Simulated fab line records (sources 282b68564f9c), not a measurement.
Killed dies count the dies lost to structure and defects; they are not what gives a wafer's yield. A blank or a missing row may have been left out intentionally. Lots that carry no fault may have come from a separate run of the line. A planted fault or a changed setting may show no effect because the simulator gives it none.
fab line records	flow ritCmos
record: lots: 5	wafers: 23
route steps=202 shown M1@184
startH: hours from the record's opening day to when the first of the lot's shown wafers began	waitH: hours since the lot's step before	" identical to the entry in the row above	L1.1+2: several wafers, shown together as one row	- no value present, or no start provided	* or withheld: withheld	< > ~ a bound
route shown NAME@n: names a module that has steps shown in the file, with the first one's number in the route	usual: mean/standard deviation of fault-free wafers	same: alike in all rows	chamber/n: place in a boat	sites: readings site by site	_std_site: how widely they spread, as a standard deviation	_edge_site: outer sites' mean less inner sites'	radiusMm: how far each site lies from the wafer's centre	mask NAME#n: copy n	behind: tool/chamber where the wafer was last shaped	hold: reason for holding the lot/hours on hold/outcome of the hold	device: transistor that didn't switch, given as n, p or np	end of line: tests of these same wafers at the route's end	step lacking rows: just its recipe	killed: the dies lost at the first sort to structure and to defects; this is not the yield of the wafer	map: a wafer's dies, marking killed ones x, the rest . and places with no die _
set.NAME: the setting that was run; set.NAME@STEP: the one run at that earlier step	model.NAME: the simulator's own value behind a step, which no gauge read
one table per step and one row per wafer, for lots whose settings were changed on purpose
== steps ==
step: RIT_M1_SPUTTER_00
recipe: material: Al	targetThkNm: 400	powerW: 2000	chamberPressurePa: 0.4	gas: Ar	timeS: 500	substrateTempC: 25
lot.wafer	tool	chamber	startH	waitH	set.timeS	model.Al_of_M1_SPUTTER_00.thkNm
L074.1	pvdSputter-04	-	64.30	0.0	469.4	366.1
L074.2	"	-	"	"	469.4	376.3
L074.3	"	-	"	"	500	413.3
L074.4	"	-	"	"	500	395.3
L074.6	"	-	"	"	500	412.9
L077.1	pvdSputter-04	-	78.66	0.0	500	415.6
L077.2	"	-	"	"	533.7	427.4
L077.4	"	-	"	"	500	405.3
L077.5	"	-	"	"	533.7	442
L077.6	"	-	"	"	500	393.8
L078.1	pvdSputter-02	-	83.92	0.0	500	392.6
L078.2	"	-	"	"	500	386.7
L078.6	"	-	"	"	500	391.4
L080.1	pvdSputter-01	-	88.95	0.0	523.4	409.8
L080.2	"	-	"	"	523.4	414.1
L080.3	"	-	"	"	500	406.8
L080.4	"	-	"	"	523.4	419.8
L080.5	"	-	"	"	500	389.5
L084.1	pvdSputter-02	-	105.22	0.0	549.7	435.3
L084.2	"	-	"	"	500	401
L084.3	"	-	"	"	549.7	439.2
L084.4	"	-	"	"	500	398.2
L084.6	"	-	"	"	500	395.8
step: RIT_M1_RS_MEAS_01
recipe: thkMeasGauge: four-point-probe	reads: Al_of_M1_SPUTTER_00
usual: M1_AL_RS: 0.0735/0.0013
lot.wafer	tool	chamber	startH	waitH	set.timeS@M1_SPUTTER_00	M1_AL_RS[ohm/sq]
L074.1	filmMetro-02	-	64.59	0.1	469.4	0.0802
L074.2	"	-	"	"	469.4	0.0780
L074.3	"	-	"	"	500	0.0709
L074.4	"	-	"	"	500	0.0743
L074.6	"	-	"	"	500	0.0711
L077.1	filmMetro-01	-	78.96	0.1	500	0.0702
L077.2	"	-	"	"	533.7	0.0683
L077.4	"	-	"	"	500	0.0722
L077.5	"	-	"	"	533.7	0.0661
L077.6	"	-	"	"	500	0.0744
L078.1	filmMetro-01	-	84.21	0.1	500	0.0746
L078.2	"	-	"	"	500	0.0758
L078.6	"	-	"	"	500	0.0747
L080.1	filmMetro-01	-	89.24	0.1	523.4	0.0714
L080.2	"	-	"	"	523.4	0.0705
L080.3	"	-	"	"	500	0.0720
L080.4	"	-	"	"	523.4	0.0695
L080.5	"	-	"	"	500	0.0753
L084.1	filmMetro-04	-	105.51	0.1	549.7	0.0672
L084.2	"	-	"	"	500	0.0730
L084.3	"	-	"	"	549.7	0.0666
L084.4	"	-	"	"	500	0.0737
L084.6	"	-	"	"	500	0.0740
step: RIT_M1_THK_MEAS_02
recipe: thkMeasGauge: xrf	reads: Al_of_M1_SPUTTER_00
usual: M1_AL_THK: 395/7.3
lot.wafer	tool	chamber	startH	waitH	set.timeS@M1_SPUTTER_00	M1_AL_THK[nm]
L074.1	filmMetro-02	-	64.71	0.1	469.4	363
L074.2	"	-	"	"	469.4	377
L074.3	"	-	"	"	500	413
L074.4	"	-	"	"	500	393
L074.6	"	-	"	"	500	413
L077.1	filmMetro-01	-	79.08	0.1	500	412
L077.2	"	-	"	"	533.7	426
L077.4	"	-	"	"	500	402
L077.5	"	-	"	"	533.7	437
L077.6	"	-	"	"	500	389
L078.1	filmMetro-01	-	84.33	0.1	500	389
L078.2	"	-	"	"	500	386
L078.6	"	-	"	"	500	388
L080.1	filmMetro-01	-	89.36	0.1	523.4	406
L080.2	"	-	"	"	523.4	412
L080.3	"	-	"	"	500	403
L080.4	"	-	"	"	523.4	415
L080.5	"	-	"	"	500	386
L084.1	filmMetro-04	-	105.63	0.1	549.7	434
L084.2	"	-	"	"	500	399
L084.3	"	-	"	"	549.7	437
L084.4	"	-	"	"	500	395
L084.6	"	-	"	"	500	395
step: RIT_M1_DEVELOP_08
recipe: resist: NOVOLAK	developTimeS: 68	devTempC: 23
lot.wafer	tool	chamber	startH	waitH	set.devTempC
L074.1+2+3+4+6	lithoTrack-02	0	-	-	23
L077.1+5	lithoTrack-03	0	-	-	23
L077.2+4+6	"	0	"	"	25.19
L078.1+2+6	lithoTrack-03	0	-	-	23
L080.1+3	lithoTrack-01	0	-	-	20.37
L080.2+4+5	"	0	"	"	23
L084.1+2+3	lithoTrack-03	0	-	-	26.15
L084.4+6	"	0	"	"	23
step: RIT_M1_HARDBAKE_11
recipe: resist: NOVOLAK	tempC: 140	timeS: 120
step: RIT_M1_METAL_ETCH_12
recipe: stopOn: SiO2	chemistry: Cl2/BCl3	target: Al	timeS: 165	overEtchFrac: 0.5	pressureMtorr: 100	targetDepthA: 6000	rfW: 250	Cl2_flow_sccm: 60	bcl3FlowSccm: 50
usual: oesProductAu: 0.778/0.014
lot.wafer	tool	chamber	startH	waitH	set.timeS@M1_SPUTTER_00	oesProductAu
L074.1	rieMetal-04	0	66.26	0.2	469.4	0.742
L074.2	"	1	"	"	469.4	0.756
L074.3	"	1	"	"	500	0.793
L074.4	"	0	"	"	500	0.774
L074.6	"	1	"	"	500	0.788
L077.1	rieMetal-01	0	80.42	0.2	500	0.809
L077.2	"	1	"	"	533.7	0.826
L077.4	"	0	"	"	500	0.793
L077.5	"	1	"	"	533.7	0.836
L077.6	"	0	"	"	500	0.791
L078.1	rieMetal-04	0	85.68	0.2	500	0.761
L078.2	"	1	"	"	500	0.763
L078.6	"	1	"	"	500	0.769
L080.1	rieMetal-01	0	90.71	0.2	523.4	0.806
L080.2	"	1	"	"	523.4	0.807
L080.3	"	0	"	"	500	0.801
L080.4	"	1	"	"	523.4	0.813
L080.5	"	0	"	"	500	0.780
L084.1	rieMetal-04	0	107.10	0.2	549.7	0.809
L084.2	"	1	"	"	500	0.785
L084.3	"	1	"	"	549.7	0.821
L084.4	"	0	"	"	500	0.785
L084.6	"	1	"	"	500	0.774
== key ==
split: step: RIT_M1_SPUTTER_00	setting: timeS	stated: 500	by: wafer
response: step: RIT_M1_SPUTTER_00	reading: model.Al_of_M1_SPUTTER_00.thkNm	change: +4.35	per: 1%	r: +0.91
response: step: RIT_M1_RS_MEAS_01	reading: M1_AL_RS	change: -0.000778	per: 1%	r: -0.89
response: step: RIT_M1_THK_MEAS_02	reading: M1_AL_THK	change: +4.37	per: 1%	r: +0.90
response: step: RIT_M1_METAL_ETCH_12	reading: oesProductAu	change: +0.00427	per: 1%	r: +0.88
split: step: RIT_M1_DEVELOP_08	setting: devTempC	stated: 23	by: wafer
response none clear
